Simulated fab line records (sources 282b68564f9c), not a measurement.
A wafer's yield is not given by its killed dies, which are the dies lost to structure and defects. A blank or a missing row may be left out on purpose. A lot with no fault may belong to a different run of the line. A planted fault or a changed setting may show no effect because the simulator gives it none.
Comparing a struck lot with a sound one ; flow ritCmos ; 34 out of 202 route steps
Sound: these wafers, L503.3, L503.4, L503.6. Wafers L515.4, L515.5, L515.6 were the ones struck. At the end, the cause is stated.
Per side, at each step with rows, come the tool, then ch with its chambers, and then its first start. Under that, the readings that differ: sound wafers ; struck wafers ; difference of the means ; sigmas: that difference in standard deviations of wafers without a fault.
alike: a reading whose means differ by less than 2 such deviations, as well as words and numbers matching on both sides. not compared: withheld readings; readings where some wafer has no value; bounds like >300 that might hide an equal value; numbers whose values overlap and for which the record gives no deviation.
The two part at a step that has a row with sigmas, a row that says differs or no value, or rows on one side only. Non-overlapping numbers with no deviation appear without sigmas and do not part them. Lack of a reading on every wafer of one side parts them only where that side has two or more wafers.

first, 2 steps without rows for these wafers: RIT_SPACER_CLEAN_02 (cleans in SC2, time 600 s); RIT_SPACER_CVD_03 (deposits Si3N4 from SiH2Cl2/NH3, target thk 250 nm, time 3300 s).
RIT_SPACER_THK_MEAS_04:
  struck on filmMetro-03, day 5 21:54; sound on filmMetro-02, day 3 08:36
  alike: SPACER_NITRIDE_THK
RIT_SPACER_ETCHBACK_05: etches Si3N4 in SF6/CHF3, stops on SiO2, target depth 250 nm, time 240 s.
  sound on rieDiel-03 ch 2,3, day 3 08:38; struck on rieDiel-01 ch 0,1,2, day 5 21:56
  alike: drypumpMotorCurrentA, oesProductAu, throttleValvePct
  not compared: rfHoursCounterH
then, 6 steps without rows for these wafers: RIT_NSD_HMDS_00 (prime time 60 s); RIT_NSD_COAT_01 (resist thk 1000 nm); RIT_NSD_SOFTBAKE_02 (time 60 s); RIT_NSD_EXPOSE_03 (exposes mask M9, target cd 40700 nm); RIT_NSD_PEB_04; RIT_NSD_DEVELOP_05 (develop time 50 s).
RIT_NSD_OVL_MEAS_06:
  struck on overlay-01, day 5 22:57; sound on overlay-01, day 3 09:54
  alike: NSD_OVL
then, 1 step without rows for these wafers: RIT_NSD_HARDBAKE_07 (time 60 s).
RIT_NSD_IMPLANT_08:
  sound on implanter-04 ch 0, day 3 10:07; struck on implanter-04 ch 0, day 5 23:11
reading;sound;struck;difference;sigmas
doseIonsCm2;9.995e+14 1.0019e+15 1.0012e+15;1.0441e+15 1.0446e+15 1.0437e+15;+4.3267e+13;+43
RIT_NSD_STRIP_09: strips in O2, time 180 s.
  sound on plasmaAsher-02 ch 0,1, day 3 10:17; struck on plasmaAsher-01 ch 0,1, day 5 23:20
  alike: drypumpMotorCurrentA
  not compared: rfHoursCounterH
RIT_NSD_TW_MEAS_10:
  struck on filmMetro-04, day 5 23:28; sound on filmMetro-03, day 3 10:25
reading;sound;struck;difference;sigmas
NSD_TW;3063 3088 3066;3127 3131 3139;+60;+2
then, 6 steps without rows for these wafers: RIT_PSD_HMDS_00 (prime time 60 s); RIT_PSD_COAT_01 (resist thk 1000 nm); RIT_PSD_SOFTBAKE_02 (time 60 s); RIT_PSD_EXPOSE_03 (exposes mask M10, target cd 40900 nm); RIT_PSD_PEB_04; RIT_PSD_DEVELOP_05 (develop time 50 s).
RIT_PSD_OVL_MEAS_06:
  struck on overlay-02, day 6 00:29; sound on overlay-01, day 3 11:19
  alike: PSD_OVL
then, 2 steps without rows for these wafers: RIT_PSD_HARDBAKE_07 (time 60 s); RIT_PSD_IMPLANT_08.
RIT_PSD_STRIP_09: strips in O2, time 180 s.
  sound on plasmaAsher-04 ch 0,1, day 3 11:42; struck on plasmaAsher-01 ch 0,1, day 6 00:56
  alike: drypumpMotorCurrentA
  not compared: rfHoursCounterH
RIT_PSD_TW_MEAS_10:
  struck on filmMetro-04, day 6 01:05; sound on filmMetro-03, day 3 11:50
  alike: PSD_TW
then, 3 steps without rows for these wafers: RIT_SDANNEAL_CLEAN_00 (cleans in SC1, time 600 s); RIT_SDANNEAL_CLEAN_01 (cleans in dHF, time 30 s); RIT_SDANNEAL_CLEAN_02 (cleans in SC2, time 600 s).
RIT_SDANNEAL_RTA_03: time 5 s.
  sound on rtpAnneal-02 ch 0, day 3 12:23; struck on rtpAnneal-02 ch 0, day 6 01:32
  alike: wafer_temp_C_max
RIT_SDANNEAL_RS_MEAS_04: uses a four-point probe to measure.
  struck on filmMetro-01, day 6 01:37; sound on filmMetro-04, day 3 12:28
  alike: PSD_RS
RIT_SDANNEAL_RS_MEAS_05: uses a four-point probe to measure.
  struck on filmMetro-01, day 6 01:44; sound on filmMetro-04, day 3 12:35
reading;sound;struck;difference;sigmas
NSD_RS (ohm/sq);84.63 84.95 84.56;82.05 82.14 82.26;-2.56;-9
RIT_SDANNEAL_RS_MEAS_06: uses a four-point probe to measure.
  struck on filmMetro-01, day 6 01:52; sound on filmMetro-04, day 3 12:43
  alike: PLDD_RS
RIT_M1_PROBE_99:
  struck on prober-02, day 6 09:09; sound on prober-02, day 3 20:28
reading;sound;struck;difference;sigmas
model.etest.contactNplus.endOhmUm;41.44 40.69 41.23;39.38 39.23 38.9;-1.95;
  alike: killedAtContacts, killedAtFrontEnd, killedDies, killedOpen, killedShort

## WHERE THEY PART
First at RIT_NSD_IMPLANT_08; last, within this record, at RIT_SDANNEAL_RS_MEAS_05. Later steps at which nothing parts them and some readings are alike: RIT_SDANNEAL_RS_MEAS_06, RIT_M1_PROBE_99.

WHY: what had been put in by the simulator
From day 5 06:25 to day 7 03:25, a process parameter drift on implanter-04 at RIT_NSD_IMPLANT_08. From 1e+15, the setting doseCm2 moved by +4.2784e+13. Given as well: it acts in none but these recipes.
